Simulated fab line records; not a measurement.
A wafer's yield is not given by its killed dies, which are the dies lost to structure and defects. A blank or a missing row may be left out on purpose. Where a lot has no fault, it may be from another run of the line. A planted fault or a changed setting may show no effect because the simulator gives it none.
The tool behind it: which one? | flow rit cmos | 42 wafers from 14 lots sampled at 4 of the route's 202 steps

## WHAT EACH GAUGE READ, for each wafer
RIT_ACTIVE_THK_MEAS_02. Usual: ACTIVE_OXIDE_THK 49.6 nm, standard deviation 1.2.
lot  | measured    | on            | ACTIVE_OXIDE_THK (nm) | flag
L293 | day 1 14:52 | film metro-02 | 48.8 48.7 49.7        |
L294 | day 1 17:19 | film metro-02 | 50.9 50.9 50.9        |
L295 | day 1 22:07 | film metro-04 | 48.5 49.9 48.8        |
L296 | day 2 03:17 | film metro-04 | 47.4 47.7 49.0        |
L297 | day 2 09:20 | film metro-03 | 51.2 52.0 51.0        |
L298 | day 2 13:04 | film metro-04 | 48.1 48.4 48.2        |
L300 | day 3 00:08 | film metro-04 | 48.7 49.7 49.2        |
L301 | day 3 04:47 | film metro-02 | 48.7 49.9 49.3        |
L302 | day 3 09:46 | film metro-04 | 50.9 51.1 50.4        |
L303 | day 3 15:15 | film metro-02 | 47.3 47.9 47.2        |
L304 | day 3 19:26 | film metro-02 | 51.8 51.5 51.6        |
L307 | day 4 10:18 | film metro-02 | 48.5 49.2 48.8        |
L315 | day 6 02:04 | film metro-04 | 50.9 50.4 50.4        |
L316 | day 6 07:58 | film metro-02 | 51.5 51.5 51.2        |

RIT_PRETRO_OVL_MEAS_06. Usual: PRETRO_OVL 0.7 nm, standard deviation 1.1.
lot  | measured    | on         | PRETRO_OVL (nm) | flag
L293 | day 2 10:12 | overlay-02 | 0.3 0.1 1.6     |
L294 | day 2 12:16 | overlay-02 | -0.2 -0.4 0.0   |
L295 | day 2 18:02 | overlay-01 | 0.7 1.1 1.4     |
L296 | day 2 23:29 | overlay-02 | 1.8 0.3 0.8     |
L297 | day 3 05:46 | overlay-02 | 1.1 1.2 0.6     |
L298 | day 3 11:58 | overlay-01 | 0.5 -1.2 -1.3   |
L300 | day 3 19:45 | overlay-02 | -0.8 -0.2 -0.8  |
L301 | day 4 00:58 | overlay-02 | 1.1 1.6 0.3     |
L302 | day 4 09:02 | overlay-01 | 2.4 2.3 1.5     |
L303 | day 4 14:15 | overlay-01 | 0.4 0.3 0.9     |
L304 | day 4 14:34 | overlay-02 | 0.4 1.1 1.4     |
L307 | day 5 05:02 | overlay-02 | 1.1 0.5 -0.3    |
L315 | day 6 22:23 | overlay-02 | 0.2 1.3 0.2     |
L316 | day 7 05:06 | overlay-02 | -0.9 1.0 0.3    |

RIT_M1_CD_MEAS_90 targets a cd of 2600 nm. Usual: cd nm at 2600.8 nm, with a standard deviation of 2.4.
lot  | measured    | on        | cd nm (nm)           | flag
L293 | day 3 10:08 | cd sem-02 | 2597.6 2600.5 2599.8 |
L294 | day 3 12:40 | cd sem-01 | 2597.7 2597.8 2600.0 |
L295 | day 3 20:24 | cd sem-01 | 2603.2 2598.2 2598.6 |
L296 | day 4 02:50 | cd sem-02 | 2599.7 2596.2 2601.9 |
L297 | day 4 05:58 | cd sem-02 | 2597.6 2598.0 2598.2 |
L298 | day 4 15:29 | cd sem-02 | 2601.9 2605.5 2602.5 |
L300 | day 4 21:19 | cd sem-01 | 2601.5 2601.0 2600.8 |
L301 | day 5 04:10 | cd sem-01 | 2598.7 2602.5 2603.9 |
L302 | day 5 10:27 | cd sem-01 | 2600.7 2601.2 2600.8 |
L303 | day 5 15:15 | cd sem-01 | 2597.0 2599.5 2598.7 |
L304 | day 5 17:29 | cd sem-01 | 2595.5 2601.8 2599.8 |
L307 | day 6 11:29 | cd sem-02 | 2598.8 2602.3 2596.8 |
L315 | day 8 04:04 | cd sem-01 | 2604.2 2605.0 2605.1 |
L316 | day 8 07:44 | cd sem-01 | 2603.1 2603.9 2603.7 |

## WHICH TOOL RAN EACH LOT (tool, then ch and the chambers of the sampled wafers, then the start)
lot  | RIT_SDANNEAL_RTA_03
L293 | rtp anneal-02 ch 0, day 3 04:23
L294 | rtp anneal-01 ch 0, day 3 06:58
L295 | rtp anneal-02 ch 0, day 3 14:34
L296 | rtp anneal-01 ch 0, day 3 21:07
L297 | rtp anneal-02 ch 0, day 3 23:55
L298 | rtp anneal-01 ch 0, day 4 09:38
L300 | rtp anneal-01 ch 0, day 4 15:14
L301 | rtp anneal-02 ch 0, day 4 22:34
L302 | rtp anneal-01 ch 0, day 5 04:35
L303 | rtp anneal-02 ch 0, day 5 09:28
L304 | rtp anneal-01 ch 0, day 5 11:55
L307 | rtp anneal-02 ch 0, day 6 05:02
L315 | rtp anneal-02 ch 0, day 7 22:17
L316 | rtp anneal-01 ch 0, day 8 02:01
- RIT_SDANNEAL_RTA_03: time 5 s.

## AS READ BY THE TOOLS THEMSELVES (means over the sampled wafers that have a number; for cases with no such wafer, the mark the record gives instead)
RIT_SDANNEAL_RTA_03. Usual: ramp up c per s 342.00, standard deviation 0.058; wafer_temp_C_max 1053.5, standard deviation 1.2.
lot  | tool          | ramp up c per s | wafer_temp_C_max | flag
L293 | rtp anneal-02 | 341.96          | 1053.9           |
L294 | rtp anneal-01 | 341.97          | 1052.8           |
L295 | rtp anneal-02 | 342.02          | 1052.2           |
L296 | rtp anneal-01 | 342.03          | 1053.4           |
L297 | rtp anneal-02 | 342.05          | 1053.4           |
L298 | rtp anneal-01 | 342.01          | 1053.9           |
L300 | rtp anneal-01 | 341.99          | 1053.7           |
L301 | rtp anneal-02 | 342.02          | 1053.6           |
L302 | rtp anneal-01 | 342.00          | 1053.8           |
L303 | rtp anneal-02 | 342.02          | 1052.8           |
L304 | rtp anneal-01 | 342.00          | 1053.9           |
L307 | rtp anneal-02 | 342.02          | 1052.8           |
L315 | rtp anneal-02 | 342.00          | 1053.7           |
L316 | rtp anneal-01 | 341.97          | 1052.8           |

## THE ANSWER, worked out from the rows above alone
Rule: a lot counts as off when the mean over its wafers that have a number is more than 3 standard deviations away from the usual mean. A lot without any number at a reading at which 4 lots or more have one is off too. The other lots that the step has rows for count as sound. After the gauges, taken in route order, come the tools' own readings; for these a lot's mean is taken, as printed above. The first step at which some lot is off is used, and at that step the reading that is off furthest; a lot without a number counts as furthest.
No lot is off at any reading shown: from this, nothing can be told.

## WHAT THE SIMULATOR HAD INSERTED
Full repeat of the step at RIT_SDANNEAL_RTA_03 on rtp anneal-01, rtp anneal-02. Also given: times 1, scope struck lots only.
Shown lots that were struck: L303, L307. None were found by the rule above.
